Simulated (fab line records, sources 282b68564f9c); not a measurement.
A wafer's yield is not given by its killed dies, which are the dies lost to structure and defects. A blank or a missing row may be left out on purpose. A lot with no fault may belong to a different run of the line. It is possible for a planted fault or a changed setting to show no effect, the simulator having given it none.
Matching of chambers || flow rit cmos || 3 sister chambers for RIT_SILICIDE_WET_ETCH_00 on wet bench-02
The step etches SiO2 in BOE, target depth 14 nm, time 15 s. 16 wafers are shown with their chamber, then 8 later ones without.

WAFERS WITH THEIR CHAMBER
{"wafer": "L076.2", "chamber": 1, "bath heat duty pct (%)": 1.8}
{"wafer": "L076.3", "chamber": 1, "bath heat duty pct (%)": 1.8}
{"wafer": "L076.4", "chamber": 1, "bath heat duty pct (%)": 1.7}
{"wafer": "L079.2", "chamber": 0, "bath heat duty pct (%)": 1.4}
{"wafer": "L079.3", "chamber": 0, "bath heat duty pct (%)": 1.3}
{"wafer": "L079.6", "chamber": 0, "bath heat duty pct (%)": 2.1}
{"wafer": "L083.3", "chamber": 3, "bath heat duty pct (%)": 2.2}
{"wafer": "L083.5", "chamber": 3, "bath heat duty pct (%)": 1.7}
{"wafer": "L083.6", "chamber": 3, "bath heat duty pct (%)": 2.0}
{"wafer": "L084.1", "chamber": 1, "bath heat duty pct (%)": 1.8}
{"wafer": "L084.4", "chamber": 1, "bath heat duty pct (%)": 2.1}
{"wafer": "L084.5", "chamber": 1, "bath heat duty pct (%)": 1.2}
{"wafer": "L085.1", "chamber": 1, "bath heat duty pct (%)": 1.9}
{"wafer": "L085.4", "chamber": 1, "bath heat duty pct (%)": 1.8}
{"wafer": "L085.6", "chamber": 1, "bath heat duty pct (%)": 1.7}
{"wafer": "L086.2", "chamber": 3, "bath heat duty pct (%)": 2.4}

SIGNATURES (averages over the wafers above)
{"reading": "bath heat duty pct", "chamber 0": 1.600, "chamber 1": 1.756, "chamber 3": 2.075, "scatter within a chamber": 0.292}
Rule: distance of a wafer from a chamber = root of the sum over the readings of ((wafer's reading minus chamber's mean) / reading's scatter) squared. If the next closest chamber is less than 2 further off than the closest, the wafer can't be placed; otherwise it belongs to the closest. How the scatter is found: for the shown wafers, subtract from each reading the mean of its chamber, square and add these, divide the total by (wafers less chambers), then take the root.

WAFERS WITHOUT THEIR CHAMBER
{"wafer": "L086.3", "bath heat duty pct (%)": 2.2}
{"wafer": "L086.5", "bath heat duty pct (%)": 2.5}
{"wafer": "L089.1", "bath heat duty pct (%)": 2.1}
{"wafer": "L089.2", "bath heat duty pct (%)": 2.5}
{"wafer": "L089.6", "bath heat duty pct (%)": 1.8}
{"wafer": "L093.1", "bath heat duty pct (%)": 1.4}
{"wafer": "L093.2", "bath heat duty pct (%)": 1.1}
{"wafer": "L093.3", "bath heat duty pct (%)": 2.2}

WHICH CHAMBER EACH ONE RAN IN
{"wafer": "L086.3", "from the rows above": "can't be placed: 3 or 1 or 0", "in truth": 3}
{"wafer": "L086.5", "from the rows above": "can't be placed: 3 or 1 or 0", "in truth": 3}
{"wafer": "L089.1", "from the rows above": "can't be placed: 3 or 1 or 0", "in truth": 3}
{"wafer": "L089.2", "from the rows above": "can't be placed: 3 or 1 or 0", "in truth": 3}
{"wafer": "L089.6", "from the rows above": "can't be placed: 1 or 0 or 3", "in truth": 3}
{"wafer": "L093.1", "from the rows above": "can't be placed: 0 or 1 or 3", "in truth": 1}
{"wafer": "L093.2", "from the rows above": "can't be placed: 0 or 1 or 3", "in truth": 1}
{"wafer": "L093.3", "from the rows above": "can't be placed: 3 or 1 or 0", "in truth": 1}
Correctly placed: 0 of 8. From these rows, 8 cannot be placed; in 8 the true chamber is one of the candidates. Placed wrongly: 0.
